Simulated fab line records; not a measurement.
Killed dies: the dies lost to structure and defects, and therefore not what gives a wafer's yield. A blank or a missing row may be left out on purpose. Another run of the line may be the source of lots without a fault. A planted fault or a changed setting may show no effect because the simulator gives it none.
Which tool is to blame? ; flow berkeleyCmos170 ; Sampling: 14 lots, 42 wafers, 2 of 331 route steps

== WHAT THE GAUGES SHOWED, per wafer ==
UCB170_SPACER_THK_MEAS_01. Usual: SPACER_TEOS_THK 376 nm, standard deviation 6.
lot;measured;on;SPACER_TEOS_THK (nm);flag
L554;day 7 08:41;filmMetro-01;374 374 379;
L553;day 7 08:56;filmMetro-04;375 377 379;
L555;day 7 15:00;filmMetro-02;372 363 380;
L559;day 8 12:14;filmMetro-02;374 379 369;
L564;day 9 03:04;filmMetro-01;379 373 390;
L562;day 9 03:44;filmMetro-02;375 378 384;
L561;day 9 03:59;filmMetro-01;384 328 392;
L565;day 9 10:46;filmMetro-04;374 380 378;
L566;day 9 10:56;filmMetro-01;381 330 381;
L567;day 10 02:48;filmMetro-04;373 375 379;
L570;day 10 13:23;filmMetro-02;371 377 384;
L572;day 10 13:41;filmMetro-01;383 377 376;
L574;day 11 13:35;filmMetro-01;371 375 381;
L576;day 12 02:28;filmMetro-02;367 365 376;

== TOOL THAT RAN EACH LOT (tool first, then ch and the chambers of the sampled wafers, then the start) ==
lot;UCB170_SPACER_CVD_00
L554;pecvd-03 ch 1,2, day 7 08:37
L553;pecvd-01 ch 1,2, day 7 08:53
L555;pecvd-02 ch 0,1,2, day 7 14:57
L559;pecvd-02 ch 0,1,2, day 8 12:12
L564;pecvd-02 ch 0,1,2, day 9 03:00
L562;pecvd-01 ch 0,2, day 9 03:41
L561;pecvd-02 ch 0,1, day 9 03:56
L565;pecvd-01 ch 0,1,2, day 9 10:43
L566;pecvd-02 ch 0,1,2, day 9 10:53
L567;pecvd-01 ch 0,1, day 10 02:45
L570;pecvd-03 ch 1,2, day 10 13:20
L572;pecvd-01 ch 0,1,2, day 10 13:38
L574;pecvd-01 ch 0,1,2, day 11 13:31
L576;pecvd-03 ch 0,1, day 12 02:26
- UCB170_SPACER_CVD_00: deposits SiO2 from TEOS/O2, target thk 376 nm, time 47 s.

== AS READ BY THE TOOLS THEMSELVES (means over the sampled wafers that have a number; for cases with no such wafer, the mark the record gives instead) ==
UCB170_SPACER_CVD_00. Usual: heaterPowerW 289 W, standard deviation 48; runLengthS 75.1 s, standard deviation 0.68.
lot;tool;heaterPowerW (W);runLengthS (s);flag
L554;pecvd-03;252;74.6;
L553;pecvd-01;338;75.1;
L555;pecvd-02;253;74.9;
L559;pecvd-02;222;74.8;
L564;pecvd-02;272;74.9;
L562;pecvd-01;299;75.6;
L561;pecvd-02;231;73.5;
L565;pecvd-01;291;75.0;
L566;pecvd-02;283;73.4;
L567;pecvd-01;300;74.6;
L570;pecvd-03;283;74.5;
L572;pecvd-01;324;75.2;
L574;pecvd-01;309;74.7;
L576;pecvd-03;322;75.8;

== THE ANSWER, worked out from the rows above alone ==
Rule: lot off if the mean of its wafers having a number is beyond 3 standard deviations from the usual mean. Also off: a lot with no number at a reading for which 4 or more lots have one. The other lots that the step has rows for count as sound. First the gauges in route order, then the tools' own readings, where a lot's mean is used as printed above. The first step at which some lot is off is used, and at that step the reading that is off furthest; a lot without a number counts as furthest.
None of the lots is off at any reading shown; this tells nothing.

== WHAT WAS PUT IN BY THE SIMULATOR ==
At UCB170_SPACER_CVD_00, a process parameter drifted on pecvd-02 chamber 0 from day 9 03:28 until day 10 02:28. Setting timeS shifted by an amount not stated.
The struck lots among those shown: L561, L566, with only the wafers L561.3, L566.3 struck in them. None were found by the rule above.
